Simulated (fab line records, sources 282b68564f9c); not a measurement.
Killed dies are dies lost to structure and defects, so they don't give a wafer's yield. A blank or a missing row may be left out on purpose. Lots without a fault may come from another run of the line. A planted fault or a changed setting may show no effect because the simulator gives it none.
Problem report in the 8D (eight disciplines) form, filled by code | flow rit_cmos | the parts of the form that need people (team, actions taken, sign-off) are left out

1. THE PROBLEM
NRETRO_OVL at RIT_NRETRO_OVL_MEAS_06 reads a mean of 419.0 nm on 9 wafers of 3 lots; wafers without a fault read -1.4 nm with a standard deviation of 1.3. That is +99 or more standard deviations from the usual mean.
First seen on wafer L563.1, day 5 04:01, on overlay-02. The record holds 45 wafers of 15 lots with a number at this step. Rule for "out", or "out of limits": more than 4 standard deviations from the usual mean. The other wafers with a number count as sound.

2. WHAT IT IS AND WHAT IT IS NOT
question                    | is                     | is not
which readings at this step | NRETRO_OVL             | -
which lots                  | L563, L564, L565       | L553, L555, L556, L557, L558, L560, L566, L567, L570, L571, L572, L573
which wafers of those lots  | all that have a number | -
read on which gauges        | overlay-01, overlay-02 | -
when                        | from day 5 04:01       | up to then (18 sound wafers); but 18 sound wafers of L566, L567, L570, L571, L572, L573 came after

3. SUSPECTS, AND WHAT RULES EACH OUT
Counting: a tool at a process step up to the reading stays a suspect if it ran every lot that is out and no sound lot after the first of them.
- the gauge at RIT_NRETRO_OVL_MEAS_06: ruled out. The wafers that are out were read on 2 gauges (overlay-01, overlay-02).
- iline_stepper-02 at RIT_NRETRO_EXPOSE_03 (exposes mask M4, target cd 43900 nm): kept. It ran every lot that is out, first L563 (day 5 03:35), and no sound lot after that; its last sound lot up to then is L558 (day 4 01:46).
Left after counting: iline_stepper-02 at RIT_NRETRO_EXPOSE_03.

4. THE CAUSE (what the simulator had put in)
Scanner matching overlay: iline_stepper-02, from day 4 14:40 on, at RIT_NRETRO_EXPOSE_03. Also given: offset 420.
Counting left only this tool.

5. THE CHAIN OF EFFECTS, in route order
Each row: a reading whose mean over the struck wafers that have a number lies more than 3 standard deviations from the usual. Only readings for which the record gives a usual standard deviation are gone through. hours: the time from each lot's start at the first step in this table that gives one to its start at this step, as a median over the lots. sigmas: the change in usual standard deviations.
hours | step                   | reading    | usual   | on struck wafers | change | sigmas
0     | RIT_NRETRO_OVL_MEAS_06 | NRETRO_OVL | -1.4 nm | 419.0            | +420.4 | +99 or more

6. WHAT WOULD HAVE CAUGHT IT SOONER
In this record the first reading out of limits at a measuring or inspecting step was taken at day 5 04:01, 13 hours after the fault began at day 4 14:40.
Of the tool readings at RIT_NRETRO_EXPOSE_03 for which the record gives a usual standard deviation, none was out on any struck wafer, so an alarm limit of 4 standard deviations on them would not have fired.
Of the lots that are out (3), L564, L565 began RIT_NRETRO_EXPOSE_03 on iline_stepper-02 after day 5 04:01. A hold on the tool at that time would have spared those 2.
